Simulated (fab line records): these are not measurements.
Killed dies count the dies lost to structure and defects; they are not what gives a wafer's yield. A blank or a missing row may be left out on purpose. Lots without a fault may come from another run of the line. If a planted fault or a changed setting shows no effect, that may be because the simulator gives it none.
Which tool is to blame?	flow berkeley_cmos170	Sampling: 7 lots, 21 wafers, 4 of 331 route steps

## WHAT THE GAUGES SHOWED, per wafer
UCB170_M1_CD_MEAS_90: the cd target is 700 nm.
lot	measured	on	cd_nm (nm)
L147	day 7 04:44	cd_sem-01	705.4 702.8 701.3
L151	day 7 08:29	cd_sem-02	697.5 704.0 697.6
L153	day 7 16:41	cd_sem-01	705.4 704.8 704.9
L154	day 8 07:14	cd_sem-02	701.5 702.5 703.9
L156	day 8 14:53	cd_sem-02	696.1 698.4 696.2
L162	day 9 22:38	cd_sem-01	691.6 691.0 689.3
L170	day 11 17:52	cd_sem-01	699.0 702.0 699.4

## EACH LOT AND THE TOOL THAT RAN IT (in order: tool; ch and the chambers of the sampled wafers; start)
lot	UCB170_CONTACT_ETCH_17	UCB170_M1_METAL_ETCH_12	UCB170_M1_STRIP_13
L147	rie_diel-01 ch 0,3, day 7 01:41	rie_metal-03 ch 0,1, day 7 04:30	plasma_asher-03 ch 0,1, day 7 04:37
L151	rie_diel-04 ch 0,1,3, day 7 06:25	rie_metal-04 ch 0,1, day 7 08:16	plasma_asher-04 ch 0,1, day 7 08:23
L153	rie_diel-04 ch 0,2,3, day 7 14:03	rie_metal-03 ch 0,1, day 7 16:26	plasma_asher-01 ch 0,1, day 7 16:34
L154	rie_diel-01 ch 1,2, day 8 04:56	rie_metal-03 ch 0,1, day 8 07:00	plasma_asher-01 ch 0,1, day 8 07:07
L156	rie_diel-04 ch 2,3, day 8 12:02	rie_metal-01 ch 0,1, day 8 14:40	plasma_asher-01 ch 0,1, day 8 14:47
L162	rie_diel-02 ch 1,3, day 9 20:13	rie_metal-03 ch 1, day 9 22:16	plasma_asher-04 ch 0,1, day 9 22:32
L170	rie_diel-01 ch 0,1,3, day 11 15:46	rie_metal-01 ch 0,1, day 11 17:37	plasma_asher-04 ch 0,1, day 11 17:45
- UCB170_CONTACT_ETCH_17: etches BARC in N2/H2.
- UCB170_M1_METAL_ETCH_12: etches Al in Cl2/BCl3, stops on PSG, target depth 780 nm, time 130 s.
- UCB170_M1_STRIP_13: strips in O2.

## THE ANSWER, worked out from the rows above alone
Rule: the usual values come from the lots themselves. The widest of any qualifying gaps counts: lots, ordered by their means at a reading, are off when they make up no more than a third of the lots, leave a main group of 4 or more, and stand apart from it by 3 or more times the standard deviation of that group's means. Not used: any main group whose means are identical at the precision the tables above print for the reading. A lot without any number at a reading at which 4 lots or more have one is off too. The other lots that the step has rows for count as sound.
No lot is off on any of the readings shown, so nothing can be concluded from this.

## WHAT THE SIMULATOR HAD INSERTED
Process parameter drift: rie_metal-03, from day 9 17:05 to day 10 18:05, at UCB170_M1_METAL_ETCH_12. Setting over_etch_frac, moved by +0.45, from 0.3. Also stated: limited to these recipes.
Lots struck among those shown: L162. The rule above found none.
